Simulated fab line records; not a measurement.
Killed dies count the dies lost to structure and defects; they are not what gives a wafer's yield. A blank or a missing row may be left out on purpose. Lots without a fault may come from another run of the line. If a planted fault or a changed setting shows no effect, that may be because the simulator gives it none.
fab line records -- flow rit_cmos
record: lots: 7, wafers: 21, last_day: 7
route steps=202 shown ACTIVE@8 FOX1@20 FOX2@23 M1@202
lots that met no fault: taken from a fault-free run of the same line
start_h: hours from the record's first day to the start of the lot's first wafer shown -- wait_h: hours from the lot's prior step to this one -- " repeats the value in the row above -- L1.1+2: a row that stands for several wafers -- - either no value or no given start -- * or withheld: withheld -- < > ~ a bound
route shown NAME@n: NAME is a module with steps in the file, n the number in the route of the first one -- usual: the fault-free wafers' mean and standard deviation -- same: alike in all rows -- chamber/n: place in a boat -- sites: the reading at each site -- _std_site: standard deviation across them -- _edge_site: the outer-site mean with the inner-site mean subtracted -- radius_mm: for every site, how far away it sits from the centre of the wafer -- mask NAME#n: copy n -- behind: tool/chamber where the wafer was last shaped -- hold: why the lot was held/for how many hours/how that ended -- device: transistor that didn't switch, given as n, p or np -- end of line: the tests these same wafers got at the end of their route -- a step given without rows: its recipe and nothing more -- killed: count of dies lost to structure and defects at first sort (not the wafer's yield) -- map: a wafer's dies, x killed, . not, _ none there
set.NAME: setting as actually run; set.NAME@STEP: the setting as run at that earlier step -- model.NAME: the simulator's own value behind a step, which no gauge read
lots seen at some steps along the route; tables by step, rows by wafer
services: the hour from which a tool's chamber was out of use, counted from the record's first day as start_h (under 0 if before that day), plus the number of hours and why
== steps ==
step: RIT_ACTIVE_SOFTBAKE_07
recipe: resist: NOVOLAK, temp_c: 90, time_s: 60
step: RIT_ACTIVE_EXPOSE_08
recipe: mask_id: M1, na: 0.6, source_shape: conventional, sigma_outer: 0.6, target_cd_nm: 1400, dose_mj: 225
step: RIT_ACTIVE_PEB_09
recipe: resist: NOVOLAK, temp_c: withheld, time_s: withheld
step: RIT_ACTIVE_DEVELOP_10
recipe: resist: NOVOLAK, develop_time_s: 50, dev_temp_c: 23
step: RIT_ACTIVE_CD_MEAS_11
recipe: target_cd_nm: 1400
usual: cd_nm: 1399.9/2.3
lot.wafer,tool,chamber,start_h,wait_h,cd_nm
L717.4,cd_sem-02,-,25.47,-,1403.7
L717.5,cd_sem-02,-,25.47,-,1400.1
L717.6,cd_sem-02,-,25.47,-,1401.2
L718.2,cd_sem-02,-,29.61,-,1399.1
L718.3,cd_sem-02,-,29.61,-,1400.7
L718.6,cd_sem-02,-,29.61,-,1401.2
L719.1,cd_sem-02,-,34.83,-,1397.5
L719.3,cd_sem-02,-,34.83,-,1399.4
L719.5,cd_sem-02,-,34.83,-,1399.5
L721.4,cd_sem-01,-,46.48,-,1400.6
L721.5,cd_sem-01,-,46.48,-,1400.1
L721.6,cd_sem-01,-,46.48,-,1398.8
L732.1,cd_sem-01,-,99.66,-,1400.1
L732.3,cd_sem-01,-,99.66,-,1399.4
L732.5,cd_sem-01,-,99.66,-,1399.3
L733.2,cd_sem-02,-,105.69,-,1403.8
L733.3,cd_sem-02,-,105.69,-,1404.4
L733.6,cd_sem-02,-,105.69,-,1405.1
L736.2,cd_sem-01,-,119.49,-,1400.5
L736.3,cd_sem-01,-,119.49,-,1399.3
L736.4,cd_sem-01,-,119.49,-,1400.6
step: RIT_ACTIVE_HARDBAKE_12
recipe: resist: NOVOLAK, temp_c: 140, time_s: 60
step: RIT_ACTIVE_ETCH_13
recipe: stop_on: SiO2, chemistry: SF6, target: Si3N4, time_s: 201.2, over_etch_frac: 0.4, SF6_flow_sccm: 200, pressure_mtorr: 260, rf_w: 125, target_depth_a: 2100
usual: drypump_motor_current_A: 5.9/0.49, oes_product_au: 0.838/0.011, throttle_valve_pct: 7.49/0.082
lot.wafer,tool,chamber,start_h,wait_h,drypump_motor_current_A,oes_product_au,rf_hours_counter_h,throttle_valve_pct
L717.4,rie_diel-01,0,25.68,0.1,5.1,0.853,21,7.40
L717.5,rie_diel-01,2,25.68,0.1,5.4,0.841,-,7.46
L717.6,rie_diel-01,3,25.68,0.1,6.0,0.834,-,7.54
L718.2,rie_diel-04,2,29.86,0.1,6.2,0.828,3,7.47
L718.3,rie_diel-04,0,29.86,0.1,5.6,0.854,49,7.39
L718.6,rie_diel-04,3,29.86,0.1,5.7,0.843,-,7.54
L719.1,rie_diel-01,3,35.10,0.1,5.9,0.831,143,7.55
L719.3,rie_diel-01,0,35.10,0.1,5.1,0.842,21,7.39
L719.5,rie_diel-01,2,35.10,0.1,5.4,0.842,-,7.48
L721.4,rie_diel-01,2,46.76,0.1,5.4,0.846,-,7.48
L721.5,rie_diel-01,3,46.76,0.1,5.9,0.846,-,7.52
L721.6,rie_diel-01,2,46.76,0.1,5.4,0.865,-,7.48
L732.1,rie_diel-01,1,99.93,0.1,6.2,0.831,98,7.39
L732.3,rie_diel-01,3,99.93,0.1,5.9,0.831,144,7.53
L732.5,rie_diel-01,0,99.93,0.1,5.1,0.849,-,7.41
L733.2,rie_diel-03,0,105.94,0.1,6.0,0.813,69,7.57
L733.3,rie_diel-03,3,105.94,0.1,6.3,0.823,20,7.54
L733.6,rie_diel-03,0,105.94,0.1,6.0,0.818,-,7.57
L736.2,rie_diel-01,1,119.74,0.1,6.2,0.843,99,7.40
L736.3,rie_diel-01,3,119.74,0.1,5.9,0.836,144,7.52
L736.4,rie_diel-01,2,119.74,0.1,5.4,0.845,2,7.48
step: RIT_ACTIVE_STRIP_14
recipe: chemistry: O2, time_s: 180, resist: NOVOLAK, platen_temp_c: withheld, power_w: 500, pressure_mtorr: 4000, o2_flow_sccm: 4000
usual: drypump_motor_current_A: 5.78/0.3
lot.wafer,tool,chamber,start_h,wait_h,drypump_motor_current_A,rf_hours_counter_h
L717.4,plasma_asher-02,0,25.87,0.1,5.69,-
L717.5,plasma_asher-02,0,25.87,0.1,5.68,-
L717.6,plasma_asher-02,1,25.87,0.1,5.77,-
L718.2,plasma_asher-04,0,29.99,0.1,6.04,42
L718.3,plasma_asher-04,0,29.99,0.1,6.05,-
L718.6,plasma_asher-04,0,29.99,0.1,6.03,-
L719.1,plasma_asher-02,0,35.23,0.1,5.69,38
L719.3,plasma_asher-02,0,35.23,0.1,5.68,-
L719.5,plasma_asher-02,0,35.23,0.1,5.69,-
L721.4,plasma_asher-03,0,46.95,0.1,6.40,-
L721.5,plasma_asher-03,0,46.95,0.1,6.37,-
L721.6,plasma_asher-03,1,46.95,0.1,4.88,-
L732.1,plasma_asher-04,0,100.06,0.1,5.99,49
L732.3,plasma_asher-04,1,100.06,0.1,5.75,-
L732.5,plasma_asher-04,1,100.06,0.1,5.74,-
L733.2,plasma_asher-02,0,106.07,0.1,5.69,45
L733.3,plasma_asher-02,1,106.07,0.1,5.77,-
L733.6,plasma_asher-02,0,106.07,0.1,5.72,-
L736.2,plasma_asher-02,0,119.87,0.1,5.68,0
L736.3,plasma_asher-02,0,119.87,0.1,5.71,-
L736.4,plasma_asher-02,1,119.87,0.1,5.78,-
step: RIT_ACTIVE_CD_MEAS_90
recipe: target_cd_nm: 1400
usual: cd_nm: 1400.0/2.3
lot.wafer,tool,chamber,start_h,wait_h,cd_nm
L717.4,cd_sem-02,-,26.10,0.2,1403.6
L717.5,cd_sem-02,-,26.10,0.2,1400.7
L717.6,cd_sem-02,-,26.10,0.2,1401.9
L718.2,cd_sem-02,-,30.18,0.1,1399.2
L718.3,cd_sem-02,-,30.18,0.1,1400.9
L718.6,cd_sem-02,-,30.18,0.1,1401.0
L719.1,cd_sem-02,-,35.41,0.1,1397.9
L719.3,cd_sem-02,-,35.41,0.1,1399.7
L719.5,cd_sem-02,-,35.41,0.1,1399.7
L721.4,cd_sem-02,-,47.12,0.1,1400.6
L721.5,cd_sem-02,-,47.12,0.1,1400.4
L721.6,cd_sem-02,-,47.12,0.1,1398.6
L732.1,cd_sem-02,-,100.24,0.1,1399.9
L732.3,cd_sem-02,-,100.24,0.1,1399.3
L732.5,cd_sem-02,-,100.24,0.1,1399.4
L733.2,cd_sem-01,-,106.27,0.1,1403.7
L733.3,cd_sem-01,-,106.27,0.1,1404.8
L733.6,cd_sem-01,-,106.27,0.1,1404.9
L736.2,cd_sem-01,-,120.07,0.1,1400.3
L736.3,cd_sem-01,-,120.07,0.1,1399.1
L736.4,cd_sem-01,-,120.07,0.1,1400.6
step: RIT_ACTIVE_CLEAN_15
recipe: chemistry: SC1, mix: 3:3:50, time_s: 600, temp_c: 75
step: RIT_ACTIVE_CLEAN_16
recipe: chemistry: dHF, dilution: 50:1, time_s: 30
step: RIT_ACTIVE_CLEAN_17
recipe: chemistry: SC2, mix: 3:3:50, time_s: 600, temp_c: 75, dry: n2_spin
step: RIT_FOX1_OXIDATION_00
recipe: temp_c: 1100, ambient: H2O, target_thk_a: 3507, p_h2o_torr: 720, ox_time_s: 1130
usual: ox_temp_c: 1100.0/0.49, tube_center_temp_C_max: 1102.9/0.49
same: ox_time_s: 1130
lot.wafer,tool,chamber,start_h,wait_h,ox_temp_c,tube_center_temp_C_max
L717.4,furnace-04,0,26.56,0.0,1099.8,1103.9
L717.5,furnace-04,0,26.56,0.0,1100.6,1102.8
L717.6,furnace-04,0,26.56,0.0,1099.8,1101.9
L717.4,furnace-04,0,28.04,0.2,1100.6,1102.6
L717.5,furnace-04,0,28.04,0.2,1100.0,1102.5
L717.6,furnace-04,0,28.04,0.2,1100.1,1103.4
L718.2,furnace-04,0,32.17,1.5,1098.9,1102.0
L718.3,furnace-04,0,32.17,1.5,1099.7,1102.8
L718.6,furnace-04,0,32.17,1.5,1099.8,1102.4
L719.1,furnace-04,0,37.16,1.2,1099.2,1102.4
L719.3,furnace-04,0,37.16,1.2,1099.9,1102.8
L719.5,furnace-04,0,37.16,1.2,1100.1,1103.1
L719.1,furnace-03,0,39.34,0.9,1098.9,1104.1
L719.3,furnace-03,0,39.34,0.9,1100.0,1103.5
L719.5,furnace-03,0,39.34,0.9,1099.3,1102.6
L721.4,furnace-03,0,47.55,0.0,1100.1,1102.9
L721.5,furnace-03,0,47.55,0.0,1100.8,1102.7
L721.6,furnace-03,0,47.55,0.0,1101.0,1102.9
L721.4,furnace-03,0,49.94,1.1,1100.2,1102.4
L721.5,furnace-03,0,49.94,1.1,1099.4,1103.0
L721.6,furnace-03,0,49.94,1.1,1099.5,1102.7
L732.1,furnace-03,0,101.83,1.1,1099.9,1102.4
L732.3,furnace-03,0,101.83,1.1,1099.2,1102.9
L732.5,furnace-03,0,101.83,1.1,1099.3,1102.0
L733.2,furnace-03,0,107.05,0.3,1100.7,1103.1
L733.3,furnace-03,0,107.05,0.3,1100.1,1102.8
L733.6,furnace-03,0,107.05,0.3,1099.7,1103.4
L736.2,furnace-01,0,123.21,2.6,1099.6,1103.2
L736.3,furnace-01,0,123.21,2.6,1099.3,1103.6
L736.4,furnace-01,0,123.21,2.6,1098.8,1103.2
step: RIT_FOX1_THK_MEAS_01
recipe: reads: SiO2_of_FOX1_OXIDATION_00
usual: FOX1_OXIDE_THK: 348/5.8
lot.wafer,tool,chamber,start_h,wait_h,FOX1_OXIDE_THK[nm]
L717.4,film_metro-01,-,29.38,0.0,539
L717.5,film_metro-01,-,29.38,0.0,528
L717.6,film_metro-01,-,29.38,0.0,531
L718.2,film_metro-02,-,33.50,0.0,345
L718.3,film_metro-02,-,33.50,0.0,346
L718.6,film_metro-02,-,33.50,0.0,348
L719.1,film_metro-02,-,40.65,0.0,537
L719.3,film_metro-02,-,40.65,0.0,542
L719.5,film_metro-02,-,40.65,0.0,541
L721.4,film_metro-03,-,51.37,0.1,536
L721.5,film_metro-03,-,51.37,0.1,544
L721.6,film_metro-03,-,51.37,0.1,538
L732.1,film_metro-03,-,103.14,0.0,345
L732.3,film_metro-03,-,103.14,0.0,342
L732.5,film_metro-03,-,103.14,0.0,344
L733.2,film_metro-03,-,108.38,0.0,342
L733.3,film_metro-03,-,108.38,0.0,352
L733.6,film_metro-03,-,108.38,0.0,343
L736.2,film_metro-02,-,124.54,0.0,339
L736.3,film_metro-02,-,124.54,0.0,341
L736.4,film_metro-02,-,124.54,0.0,337
step: RIT_FOX1_WET_ETCH_02
recipe: chemistry: BOE, target_depth_nm: 350, time_s: 390, temp_c: 21.5, dry: n2_spin, dilution: 10:1, target: SiO2
lot.wafer,tool,chamber,start_h,wait_h,model.Si3N4_of_ACTIVE_CVD_03.thk_nm
L717.4,wet_bench-04,0,29.41,0.0,134.3
L717.5,wet_bench-04,0,29.41,0.0,133.9
L717.6,wet_bench-04,0,29.41,0.0,133.8
L718.2,wet_bench-03,1,33.55,0.0,136.7
L718.3,wet_bench-03,1,33.55,0.0,138.9
L718.6,wet_bench-03,1,33.55,0.0,137.9
L719.1,wet_bench-02,2,40.71,0.1,134.2
L719.3,wet_bench-02,2,40.71,0.1,133.1
L719.5,wet_bench-02,2,40.71,0.1,133.7
L721.4,wet_bench-03,2,51.40,0.0,136.1
L721.5,wet_bench-03,2,51.40,0.0,136.5
L721.6,wet_bench-03,2,51.40,0.0,135.6
L732.1,wet_bench-03,2,103.20,0.1,137.4
L732.3,wet_bench-03,2,103.20,0.1,136.8
L732.5,wet_bench-03,2,103.20,0.1,138.2
L733.2,wet_bench-04,2,108.43,0.0,137.9
L733.3,wet_bench-04,2,108.43,0.0,137.6
L733.6,wet_bench-04,2,108.43,0.0,137.8
L736.2,wet_bench-03,0,124.59,0.0,139.3
L736.3+4,wet_bench-03,0,124.59,0.0,137.3
step: RIT_FOX2_OXIDATION_00
recipe: temp_c: 1100, ambient: H2O, target_thk_a: 3507, p_h2o_torr: 720, ox_time_s: 1130
step: RIT_FOX2_THK_MEAS_01
recipe: reads: SiO2_of_FOX2_OXIDATION_00
usual: FOX2_OXIDE_THK: 349/5.8
lot.wafer,tool,chamber,start_h,wait_h,FOX2_OXIDE_THK[nm]
L717.4,film_metro-02,-,31.76,0.0,350
L717.5,film_metro-02,-,31.76,0.0,351
L717.6,film_metro-02,-,31.76,0.0,355
L718.2,film_metro-01,-,34.99,0.0,344
L718.3,film_metro-01,-,34.99,0.0,342
L718.6,film_metro-01,-,34.99,0.0,340
L719.1,film_metro-01,-,42.34,0.0,348
L719.3,film_metro-01,-,42.34,0.0,345
L719.5,film_metro-01,-,42.34,0.0,340
L721.4,film_metro-01,-,53.57,0.1,340
L721.5,film_metro-01,-,53.57,0.1,346
L721.6,film_metro-01,-,53.57,0.1,342
L732.1,film_metro-04,-,104.63,0.0,352
L732.3,film_metro-04,-,104.63,0.0,349
L732.5,film_metro-04,-,104.63,0.0,351
L733.2,film_metro-01,-,111.81,0.0,361
L733.3,film_metro-01,-,111.81,0.0,361
L733.6,film_metro-01,-,111.81,0.0,357
L736.2,film_metro-01,-,126.10,0.0,348
L736.3,film_metro-01,-,126.10,0.0,344
L736.4,film_metro-01,-,126.10,0.0,347
step: RIT_FOX2_CLEAN_02
recipe: chemistry: dHF, dilution: 50:1, time_s: 180
lot.wafer,tool,chamber,start_h,wait_h,model.Si3N4_of_ACTIVE_CVD_03.thk_nm
L717.4,wet_bench-03,1,31.79,0.0,127.3
L717.5,wet_bench-03,1,31.79,0.0,126.9
L717.6,wet_bench-03,1,31.79,0.0,126.8
L718.2,wet_bench-03,1,35.04,0.0,129.7
L718.3,wet_bench-03,1,35.04,0.0,131.8
L718.6,wet_bench-03,1,35.04,0.0,130.9
L719.1,wet_bench-04,1,42.40,0.1,127.2
L719.3,wet_bench-04,1,42.40,0.1,126
L719.5,wet_bench-04,1,42.40,0.1,126.7
L721.4,wet_bench-04,2,53.60,0.0,129.1
L721.5,wet_bench-04,2,53.60,0.0,129.5
L721.6,wet_bench-04,2,53.60,0.0,128.5
L732.1,wet_bench-04,3,104.69,0.1,130.4
L732.3,wet_bench-04,3,104.69,0.1,129.8
L732.5,wet_bench-04,3,104.69,0.1,131.2
L733.2+6,wet_bench-04,0,111.86,0.0,130.8
L733.3,wet_bench-04,0,111.86,0.0,130.5
L736.2,wet_bench-03,1,126.15,0.0,132.3
L736.3+4,wet_bench-03,1,126.15,0.0,130.3
step: RIT_FOX2_WET_ETCH_03
recipe: chemistry: H3PO4, target: Si3N4, target_depth_nm: 195, temp_c: 165, time_s: 2700
step: RIT_M1_PROBE_99
usual: killed_at_front_end: 7/3.3, killed_dies: 7/3.3, killed_open: 3.3/1.9, killed_short: 3.6/2.1
same: gross_dies: 264, killed_at_M0_to_M3: 0, killed_at_M4_up: 0, killed_at_back_side: 0, killed_at_contacts: 0, killed_at_other: 0
lot.wafer,tool,chamber,start_h,wait_h,killed_at_front_end,killed_dies,killed_open,killed_short
L718.2,prober-02,-,73.44,0.1,9,9,4,5
L718.3,prober-02,-,73.49,0.2,4,4,4,0
L718.6,prober-02,-,73.64,0.2,4,4,2,2
L717.4,prober-01,-,75.39,0.2,2,2,1,1
L717.5,prober-01,-,75.44,0.2,4,4,4,0
L717.6,prober-01,-,75.49,0.2,4,4,1,3
L719.1,prober-01,-,87.66,0.1,8,8,4,4
L719.3,prober-01,-,87.76,0.2,2,2,1,1
L719.5,prober-01,-,87.86,0.2,9,9,5,4
L721.4,prober-01,-,100.25,0.2,3,3,2,1
L721.5,prober-01,-,100.30,0.2,6,6,4,2
L721.6,prober-01,-,100.35,0.2,8,8,3,5
L733.2,prober-01,-,150.71,0.1,7,7,4,3
L733.3,prober-01,-,150.76,0.2,1,1,0,1
L733.6,prober-01,-,150.91,0.2,9,9,3,6
killed by level:class
L718.2 REOX:geometric_particle:short=2 SILICIDE:geometric_particle:open=2 ACTIVE:geometric_particle:short=1 FOX1:geometric_particle:open=1 FOX2:geometric_particle:open=1 GATE:geometric_particle:short=1 SPACER:geometric_particle:short=1
L718.3 REOX:geometric_particle:open=2 GATE:geometric_particle:open=1 SILICIDE:geometric_particle:open=1
L718.6 FOX2:geometric_particle:open=1 FOX2:geometric_particle:short=1 GATE:geometric_particle:open=1 GATE:geometric_particle:short=1
L717.4 SPACER:geometric_particle:open=1 SILICIDE:geometric_particle:short=1
L717.5 FOX1:geometric_particle:open=2 GATE:geometric_particle:open=1 REOX:geometric_particle:open=1
L717.6 FOX1:geometric_particle:short=1 FOX1:geometric_particle:open=1 REOX:geometric_particle:short=1 SPACER:geometric_particle:short=1
L719.1 GATE:geometric_particle:open=3 GATE:geometric_particle:short=2 REOX:geometric_particle:short=2 SPACER:geometric_particle:open=1
L719.3 GATE:geometric_particle:open=1 SPACER:geometric_particle:short=1
L719.5 GATE:geometric_particle:short=2 SPACER:geometric_particle:open=2 ACTIVE:geometric_particle:short=1 FOX2:geometric_particle:open=1 GATE:geometric_particle:open=1 REOX:geometric_particle:open=1 SPACER:geometric_particle:short=1
L721.4 GATE:geometric_particle:short=1 GATE:geometric_particle:open=1 REOX:geometric_particle:open=1
L721.5 FOX1:geometric_particle:open=1 FOX2:geometric_particle:short=1 FOX2:geometric_particle:open=1 GATE:geometric_particle:open=1 GATE:geometric_particle:short=1 SPACER:geometric_particle:open=1
L721.6 SPACER:geometric_particle:short=3 FOX1:geometric_particle:short=1 FOX2:geometric_particle:open=1 FOX2:geometric_particle:short=1 REOX:geometric_particle:open=1 SPACER:geometric_particle:open=1
L733.2 GATE:geometric_particle:open=3 GATE:geometric_particle:short=2 REOX:geometric_particle:short=1 SPACER:geometric_particle:open=1
L733.3 SPACER:geometric_particle:short=1
L733.6 REOX:geometric_particle:short=5 GATE:geometric_particle:open=2 FOX2:geometric_particle:short=1 REOX:geometric_particle:open=1
== services ==
tool,chamber,start_h,hours,kind
rie_diel-03,2,13.62,4.4,repair
furnace-01,-,17.56,3.5,pm
rie_diel-04,-,21.50,0.3,repair
plasma_asher-04,-,32.25,2.2,repair
furnace-03,-,35.50,3.8,pm
plasma_asher-03,-,41.25,0.8,repair
rie_diel-01,0,43.39,5.3,repair
rie_diel-01,1,43.80,5.5,repair
rie_diel-01,3,47.80,8.6,repair
rie_diel-04,2,54.72,5.8,repair
rie_diel-01,1,68.45,7.7,repair
rie_diel-03,0,68.49,5.7,repair
furnace-03,-,72.40,3.4,pm
wet_bench-03,-,79.36,2.7,repair
rie_diel-03,-,85.58,0.6,repair
rie_diel-03,2,96.21,16.5,repair
furnace-01,-,96.51,4.2,pm
plasma_asher-03,-,99.91,28.1,pm
rie_diel-01,2,102.47,12.0,repair
plasma_asher-02,-,108.75,9.0,pm
plasma_asher-02,0,108.75,9.0,vent_cycle
wet_bench-03,-,111.24,2.2,repair
furnace-04,-,115.36,3.7,pm
rie_diel-03,3,121.65,1.3,repair
== key ==
first_sign: step: RIT_FOX1_OXIDATION_00, reading: visit, direction: added
effect: step: RIT_FOX1_THK_MEAS_01, reading: FOX1_OXIDE_THK, direction: up, sigmas: 33, usual: 348, struck: 537
model_effect: step: RIT_FOX1_WET_ETCH_02, value: Si3N4_of_ACTIVE_CVD_03.thk_nm, without: 137.9, struck: 134.6
model_effect: step: RIT_FOX2_CLEAN_02, value: Si3N4_of_ACTIVE_CVD_03.thk_nm, without: 130.9, struck: 127.5
met_at RIT_FOX1_OXIDATION_00
struck_wafers L717.4,L717.5,L717.6,L719.1,L719.3,L719.5,L721.4,L721.5,L721.6
tester_left_out L717,L719,L721
fault: kind: repeated_step_whole, tool: furnace-01,furnace-03,furnace-04, chamber: -, onset_h: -, steps: RIT_FOX1_OXIDATION_00, times: 1, scope: struck_lots_only
tester_left_out: of these lots the tester's yield and bins aren't shown, on N5 and GAA mostly nor the transistor test; their killed dies are dies lost to structure and defects alone, not to doping, threshold or leakage, so they don't give the yield
